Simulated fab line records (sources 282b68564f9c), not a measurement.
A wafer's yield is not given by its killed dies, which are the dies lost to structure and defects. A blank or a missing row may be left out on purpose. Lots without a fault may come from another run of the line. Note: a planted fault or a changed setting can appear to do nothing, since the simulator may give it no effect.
Which tool is to blame? || flow rit-cmos || Sampling: 15 lots, 45 wafers, 4 of 202 route steps

## WHAT THE GAUGES READ, wafer by wafer
RIT_PLDD_OVL_MEAS_06.
{"lot": "L334", "measured": "day 3 01:56", "on": "overlay-01", "PLDD_OVL (nm)": "1.4 0.8 1.6"}
{"lot": "L335", "measured": "day 3 10:13", "on": "overlay-02", "PLDD_OVL (nm)": "-1.1 -0.5 -1.7"}
{"lot": "L336", "measured": "day 3 10:34", "on": "overlay-01", "PLDD_OVL (nm)": "1.3 -0.4 2.6"}
{"lot": "L337", "measured": "day 3 20:06", "on": "overlay-01", "PLDD_OVL (nm)": "2.3 1.4 -0.5"}
{"lot": "L339", "measured": "day 4 06:25", "on": "overlay-01", "PLDD_OVL (nm)": "1.7 1.6 0.8"}
{"lot": "L341", "measured": "day 4 21:05", "on": "overlay-01", "PLDD_OVL (nm)": "1.6 2.3 0.4"}
{"lot": "L342", "measured": "day 4 22:58", "on": "overlay-01", "PLDD_OVL (nm)": "-1.3 0.5 -0.4"}
{"lot": "L344", "measured": "day 5 06:55", "on": "overlay-01", "PLDD_OVL (nm)": "1.7 0.8 0.2"}
{"lot": "L346", "measured": "day 5 13:22", "on": "overlay-02", "PLDD_OVL (nm)": "-1.2 0.0 -0.3"}
{"lot": "L347", "measured": "day 5 22:26", "on": "overlay-02", "PLDD_OVL (nm)": "-0.6 -0.2 0.7"}
{"lot": "L351", "measured": "day 7 04:06", "on": "overlay-02", "PLDD_OVL (nm)": "-2.9 -2.9 -2.6"}
{"lot": "L353", "measured": "day 7 10:25", "on": "overlay-02", "PLDD_OVL (nm)": "-2.2 -0.4 -0.3"}
{"lot": "L354", "measured": "day 7 10:53", "on": "overlay-02", "PLDD_OVL (nm)": "-1.2 -1.7 -0.9"}
{"lot": "L356", "measured": "day 8 02:56", "on": "overlay-02", "PLDD_OVL (nm)": "0.9 1.9 -0.1"}
{"lot": "L357", "measured": "day 8 13:29", "on": "overlay-02", "PLDD_OVL (nm)": "-1.7 1.4 0.1"}

RIT_CONTACT_OVL_MEAS_09.
{"lot": "L334", "measured": "day 3 10:47", "on": "overlay-01", "CONTACT_OVL (nm)": "1.5 2.0 -0.3"}
{"lot": "L335", "measured": "day 3 20:07", "on": "overlay-02", "CONTACT_OVL (nm)": "-1.9 -0.6 -3.6"}
{"lot": "L336", "measured": "day 3 19:23", "on": "overlay-02", "CONTACT_OVL (nm)": "0.6 1.5 3.9"}
{"lot": "L337", "measured": "day 4 07:16", "on": "overlay-01", "CONTACT_OVL (nm)": "0.4 1.8 0.6"}
{"lot": "L339", "measured": "day 4 16:29", "on": "overlay-02", "CONTACT_OVL (nm)": "-2.8 -3.6 -2.6"}
{"lot": "L341", "measured": "day 5 08:17", "on": "overlay-02", "CONTACT_OVL (nm)": "-0.4 0.4 -0.1"}
{"lot": "L342", "measured": "day 5 11:07", "on": "overlay-01", "CONTACT_OVL (nm)": "2.7 -1.4 1.3"}
{"lot": "L344", "measured": "day 5 17:03", "on": "overlay-02", "CONTACT_OVL (nm)": "0.9 1.3 0.3"}
{"lot": "L346", "measured": "day 6 01:17", "on": "overlay-02", "CONTACT_OVL (nm)": "0.9 0.4 0.8"}
{"lot": "L347", "measured": "day 6 12:45", "on": "overlay-01", "CONTACT_OVL (nm)": "-0.7 -2.3 -1.4"}
{"lot": "L351", "measured": "day 7 13:10", "on": "overlay-02", "CONTACT_OVL (nm)": "0.7 0.6 1.7"}
{"lot": "L353", "measured": "day 7 20:49", "on": "overlay-01", "CONTACT_OVL (nm)": "0.4 0.0 -0.8"}
{"lot": "L354", "measured": "day 7 21:04", "on": "overlay-02", "CONTACT_OVL (nm)": "-0.2 -0.6 -0.6"}
{"lot": "L356", "measured": "day 8 11:37", "on": "overlay-01", "CONTACT_OVL (nm)": "1.8 3.3 3.2"}
{"lot": "L357", "measured": "day 8 23:41", "on": "overlay-01", "CONTACT_OVL (nm)": "0.3 0.2 -0.4"}

## TOOL THAT RAN EACH LOT (tool first, then ch and the chambers of the sampled wafers, then the start)
{"lot": "L334", "RIT_SILICIDE_RTA_04": "rtp-anneal-01 ch 0, day 3 09:16", "RIT_CONTACT_CVD_00": "pecvd-01 ch 0,2, day 3 09:29"}
{"lot": "L335", "RIT_SILICIDE_RTA_04": "rtp-anneal-01 ch 0, day 3 18:37", "RIT_CONTACT_CVD_00": "pecvd-02 ch 1,2, day 3 18:47"}
{"lot": "L336", "RIT_SILICIDE_RTA_04": "rtp-anneal-01 ch 0, day 3 17:54", "RIT_CONTACT_CVD_00": "pecvd-04 ch 0,1,2, day 3 18:03"}
{"lot": "L337", "RIT_SILICIDE_RTA_04": "rtp-anneal-02 ch 0, day 4 05:53", "RIT_CONTACT_CVD_00": "pecvd-01 ch 0,1,2, day 4 06:03"}
{"lot": "L339", "RIT_SILICIDE_RTA_04": "rtp-anneal-01 ch 0, day 4 15:02", "RIT_CONTACT_CVD_00": "pecvd-02 ch 0,1, day 4 15:17"}
{"lot": "L341", "RIT_SILICIDE_RTA_04": "rtp-anneal-02 ch 0, day 5 06:50", "RIT_CONTACT_CVD_00": "pecvd-04 ch 0,1,2, day 5 07:05"}
{"lot": "L342", "RIT_SILICIDE_RTA_04": "rtp-anneal-01 ch 0, day 5 09:40", "RIT_CONTACT_CVD_00": "pecvd-02 ch 1,2, day 5 09:54"}
{"lot": "L344", "RIT_SILICIDE_RTA_04": "rtp-anneal-01 ch 0, day 5 15:25", "RIT_CONTACT_CVD_00": "pecvd-04 ch 0,1, day 5 15:38"}
{"lot": "L346", "RIT_SILICIDE_RTA_04": "rtp-anneal-01 ch 0, day 5 23:55", "RIT_CONTACT_CVD_00": "pecvd-01 ch 0,1, day 6 00:04"}
{"lot": "L347", "RIT_SILICIDE_RTA_04": "rtp-anneal-02 ch 0, day 6 11:15", "RIT_CONTACT_CVD_00": "pecvd-04 ch 1,2, day 6 11:25"}
{"lot": "L351", "RIT_SILICIDE_RTA_04": "rtp-anneal-02 ch 0, day 7 11:48", "RIT_CONTACT_CVD_00": "pecvd-02 ch 1,2, day 7 11:58"}
{"lot": "L353", "RIT_SILICIDE_RTA_04": "rtp-anneal-01 ch 0, day 7 19:20", "RIT_CONTACT_CVD_00": "pecvd-04 ch 0,2, day 7 19:29"}
{"lot": "L354", "RIT_SILICIDE_RTA_04": "rtp-anneal-01 ch 0, day 7 19:34", "RIT_CONTACT_CVD_00": "pecvd-02 ch 1,2, day 7 19:44"}
{"lot": "L356", "RIT_SILICIDE_RTA_04": "rtp-anneal-01 ch 0, day 8 10:16", "RIT_CONTACT_CVD_00": "pecvd-01 ch 0,1,2, day 8 10:25"}
{"lot": "L357", "RIT_SILICIDE_RTA_04": "rtp-anneal-02 ch 0, day 8 22:16", "RIT_CONTACT_CVD_00": "pecvd-02 ch 1,2, day 8 22:28"}
- RIT_SILICIDE_RTA_04: time 10 s, ramp up 5 s, ramp down 5 s.
- RIT_CONTACT_CVD_00: deposits SiO2 from TEOS, target thk 400 nm, time 58.06 s.

## AS READ BY THE TOOLS THEMSELVES (means over the sampled wafers that have a number; for cases with no such wafer, the mark the record gives instead)
RIT_SILICIDE_RTA_04.
{"lot": "L334", "tool": "rtp-anneal-01", "wafer_temp_C_max": 653.3}
{"lot": "L335", "tool": "rtp-anneal-01", "wafer_temp_C_max": 652.8}
{"lot": "L336", "tool": "rtp-anneal-01", "wafer_temp_C_max": 652.8}
{"lot": "L337", "tool": "rtp-anneal-02", "wafer_temp_C_max": 652.5}
{"lot": "L339", "tool": "rtp-anneal-01", "wafer_temp_C_max": 653.5}
{"lot": "L341", "tool": "rtp-anneal-02", "wafer_temp_C_max": 652.7}
{"lot": "L342", "tool": "rtp-anneal-01", "wafer_temp_C_max": 654.1}
{"lot": "L344", "tool": "rtp-anneal-01", "wafer_temp_C_max": 653.0}
{"lot": "L346", "tool": "rtp-anneal-01", "wafer_temp_C_max": 653.1}
{"lot": "L347", "tool": "rtp-anneal-02", "wafer_temp_C_max": 651.9}
{"lot": "L351", "tool": "rtp-anneal-02", "wafer_temp_C_max": 652.9}
{"lot": "L353", "tool": "rtp-anneal-01", "wafer_temp_C_max": 794.1}
{"lot": "L354", "tool": "rtp-anneal-01", "wafer_temp_C_max": 793.0}
{"lot": "L356", "tool": "rtp-anneal-01", "wafer_temp_C_max": 793.4}
{"lot": "L357", "tool": "rtp-anneal-02", "wafer_temp_C_max": 652.1}

RIT_CONTACT_CVD_00.
{"lot": "L334", "tool": "pecvd-01", "heater-power-w (W)": 337}
{"lot": "L335", "tool": "pecvd-02", "heater-power-w (W)": 354}
{"lot": "L336", "tool": "pecvd-04", "heater-power-w (W)": 365}
{"lot": "L337", "tool": "pecvd-01", "heater-power-w (W)": 360}
{"lot": "L339", "tool": "pecvd-02", "heater-power-w (W)": 371}
{"lot": "L341", "tool": "pecvd-04", "heater-power-w (W)": 362}
{"lot": "L342", "tool": "pecvd-02", "heater-power-w (W)": 352}
{"lot": "L344", "tool": "pecvd-04", "heater-power-w (W)": 386}
{"lot": "L346", "tool": "pecvd-01", "heater-power-w (W)": 349}
{"lot": "L347", "tool": "pecvd-04", "heater-power-w (W)": 435}
{"lot": "L351", "tool": "pecvd-02", "heater-power-w (W)": 350}
{"lot": "L353", "tool": "pecvd-04", "heater-power-w (W)": 337}
{"lot": "L354", "tool": "pecvd-02", "heater-power-w (W)": 313}
{"lot": "L356", "tool": "pecvd-01", "heater-power-w (W)": 295}
{"lot": "L357", "tool": "pecvd-02", "heater-power-w (W)": 367}

## THE ANSWER, worked out from the rows above alone
Rule: usual is defined by the lots themselves. The widest of any qualifying gaps counts: lots, ordered by their means at a reading, are off when they make up no more than a third of the lots, leave a main group of 4 or more, and stand apart from it by 3 or more times the standard deviation of that group's means. The tables above print the reading to a certain number of digits; a main group whose means all agree to those digits is not used. Also off: a lot with no number at a reading for which 4 or more lots have one. Where the step has rows for the other lots, those lots are counted as sound. After the gauges, taken in route order, come the tools' own readings; for these a lot's mean is taken, as printed above. The first step at which some lot is off is used, and at that step the reading that is off furthest; a lot without a number counts as furthest.
Off at RIT_SILICIDE_RTA_04 (wafer_temp_C_max): L353, L354, L356. Mean 652.9 and standard deviation 0.57 in the main group.
If a tool, at that step or one of the process steps before it, ran each lot that is off and ran no sound lot following the first of them, it fits. One candidate fits, namely rtp-anneal-01 at RIT_SILICIDE_RTA_04. A fault onset in the window from L346 (day 5 23:55, its last sound lot) to L353 (day 7 19:20, its first lot off) fits.
The tool's own readings at RIT_SILICIDE_RTA_04 bear it out: on the lots that are off they differ by more than 5 times the standard deviation of the sound lots' means. wafer_temp_C_max reads 793.5 there against 652.9 on the sound lots.

## WHAT THE SIMULATOR HAD PUT IN
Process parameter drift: rtp-anneal-01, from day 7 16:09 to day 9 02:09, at RIT_SILICIDE_RTA_04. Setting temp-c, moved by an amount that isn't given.
Lots struck among those shown: L353, L354, L356. This agrees with what the rule above found.
